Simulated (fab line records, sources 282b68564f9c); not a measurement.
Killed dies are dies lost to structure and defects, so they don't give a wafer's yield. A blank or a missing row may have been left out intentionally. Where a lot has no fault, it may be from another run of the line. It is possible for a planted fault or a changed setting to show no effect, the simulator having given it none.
Comparing a struck lot with a sound one | flow rit_cmos | 22 out of 202 route steps
Sound: these wafers, L296.1, L296.3, L296.4. Wafers L287.2, L287.5, L287.6 were the ones struck. Last of all comes the cause.
For every step that has rows: the tool of each side, followed by ch and its chambers, followed by its first start. Under that, the readings that differ: sound wafers | struck wafers | difference of the means | sigmas: that difference in standard deviations of wafers without a fault.
alike: words and numbers the same on both sides, and readings whose means are apart by under 2 such deviations; not compared: readings that were withheld, readings missing a value for some wafer, numbers with overlapping values and no deviation given by the record, and bounds like >300 which may hide the same value.
The two part at a step that has a row with sigmas, a row that says differs or no value, or rows on one side only. Non-overlapping numbers with no deviation appear without sigmas and do not part them. A reading that every wafer of one side lacks parts them only if that side has two wafers or more.

first, 2 steps without rows for these wafers: RIT_NSD_HARDBAKE_07 (time 60 s); RIT_NSD_IMPLANT_08.
RIT_NSD_STRIP_09: strips in O2, time 180 s.
  sound on plasma_asher-04 ch 0,1, day 7 14:07; struck on plasma_asher-03 ch 0,1, day 5 18:48
  alike: drypump_motor_current_A
  not compared: rf_hours_counter_h
RIT_NSD_TW_MEAS_10:
  sound: film_metro-04 at day 7 14:17; struck: film_metro-02 at day 5 18:59
  alike: NSD_TW
then, 6 steps without rows for these wafers: RIT_PSD_HMDS_00 (prime time 60 s); RIT_PSD_COAT_01 (resist thk 1000 nm); RIT_PSD_SOFTBAKE_02 (time 60 s); RIT_PSD_EXPOSE_03 (exposes mask M10, target cd 40900 nm); RIT_PSD_PEB_04; RIT_PSD_DEVELOP_05 (develop time 50 s).
RIT_PSD_OVL_MEAS_06:
  sound: overlay-02 at day 7 15:20; struck: overlay-02 at day 5 19:53
  alike: PSD_OVL
then, 1 step without rows for these wafers: RIT_PSD_HARDBAKE_07 (time 60 s).
RIT_PSD_IMPLANT_08:
  sound on implanter-01 ch 0, day 7 15:31; struck on implanter-03 ch 0, day 5 20:06
  reading                   | sound                | struck               | difference | sigmas
  beam_energy_keV           | 26.995 27.004 27.015 | 32.941 32.935 32.942 | +5.935     | +99 or more
  model.implant.rp_nm (nm)  | 21.99 21.99 21.99    | 26.03 26.03 26.03    | +4.04      |
  model.implant.drp_nm (nm) | 12.05 12.05 12.05    | 13.85 13.85 13.85    | +1.80      |
RIT_PSD_STRIP_09: strips in O2, time 180 s.
  sound on plasma_asher-04 ch 0,1, day 7 15:40; struck on plasma_asher-02 ch 0,1, day 5 20:13
  alike: drypump_motor_current_A
  not compared: rf_hours_counter_h
RIT_PSD_TW_MEAS_10:
  sound: film_metro-04 at day 7 15:50; struck: film_metro-03 at day 5 20:25
  reading | sound          | struck         | difference | sigmas
  PSD_TW  | 3371 3396 3393 | 3620 3643 3646 | +250       | +8
then, 3 steps without rows for these wafers: RIT_SDANNEAL_CLEAN_00 (cleans in SC1, time 600 s); RIT_SDANNEAL_CLEAN_01 (cleans in dHF, time 30.43 s); RIT_SDANNEAL_CLEAN_02 (cleans in SC2, time 600 s).
RIT_SDANNEAL_RTA_03: time 5 s.
  sound on rtp_anneal-02 ch 0, day 7 16:17; struck on rtp_anneal-01 ch 0, day 5 20:50
  reading          | sound                | struck               | difference | sigmas
  wafer_temp_C_max | 1054.3 1055.9 1054.6 | 1052.8 1054.1 1051.1 | -2.3       | -2
RIT_SDANNEAL_RS_MEAS_04: uses a four-point probe to measure.
  sound: film_metro-02 at day 7 16:24; struck: film_metro-02 at day 5 20:55
  reading         | sound                | struck               | difference | sigmas
  PSD_RS (ohm/sq) | 115.67 115.75 115.64 | 103.65 103.68 103.57 | -12.05     | -43
RIT_SDANNEAL_RS_MEAS_05: uses a four-point probe to measure.
  sound: film_metro-02 at day 7 16:31; struck: film_metro-02 at day 5 21:02
  alike: NSD_RS
RIT_M1_PROBE_99:
  sound: prober-01 at day 8 00:07; struck: prober-02 at day 6 04:41
  reading                                 | sound             | struck            | difference | sigmas
  model.etest.contact_pplus.end_ohm_um    | 44.8 45.36 44.73  | 39.74 37.87 39.5  | -5.93      |
  model.etest.diode_pplus_nwell.bv_v (V)  | 6.689 6.676 6.586 | 6.854 6.898 6.826 | +0.209     |
  model.etest.vpnp.gain                   | 1.052 1.049 1.043 | 1.234 1.263 1.223 | +0.192     |
  model.etest.diode_pplus_nwell.cj_ff_um2 | 1.661 1.671 1.689 | 1.613 1.592 1.615 | -0.067     |
  model.etest.diode_pplus_comb.cj_ff_um2  | 1.986 1.995 2     | 1.91 1.908 1.901  | -0.09      |
  alike: killed_at_contacts, killed_at_front_end, killed_dies, killed_open, killed_short

== WHERE THEY PART ==
Last at RIT_SDANNEAL_RS_MEAS_04 as far as this record goes, first at RIT_PSD_IMPLANT_08. Later steps at which nothing parts them and some readings are alike: RIT_SDANNEAL_RS_MEAS_05, RIT_M1_PROBE_99.

WHY: what the simulator had put in
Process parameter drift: implanter-03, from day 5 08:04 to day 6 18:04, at RIT_PSD_IMPLANT_08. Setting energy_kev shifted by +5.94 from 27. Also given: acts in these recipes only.
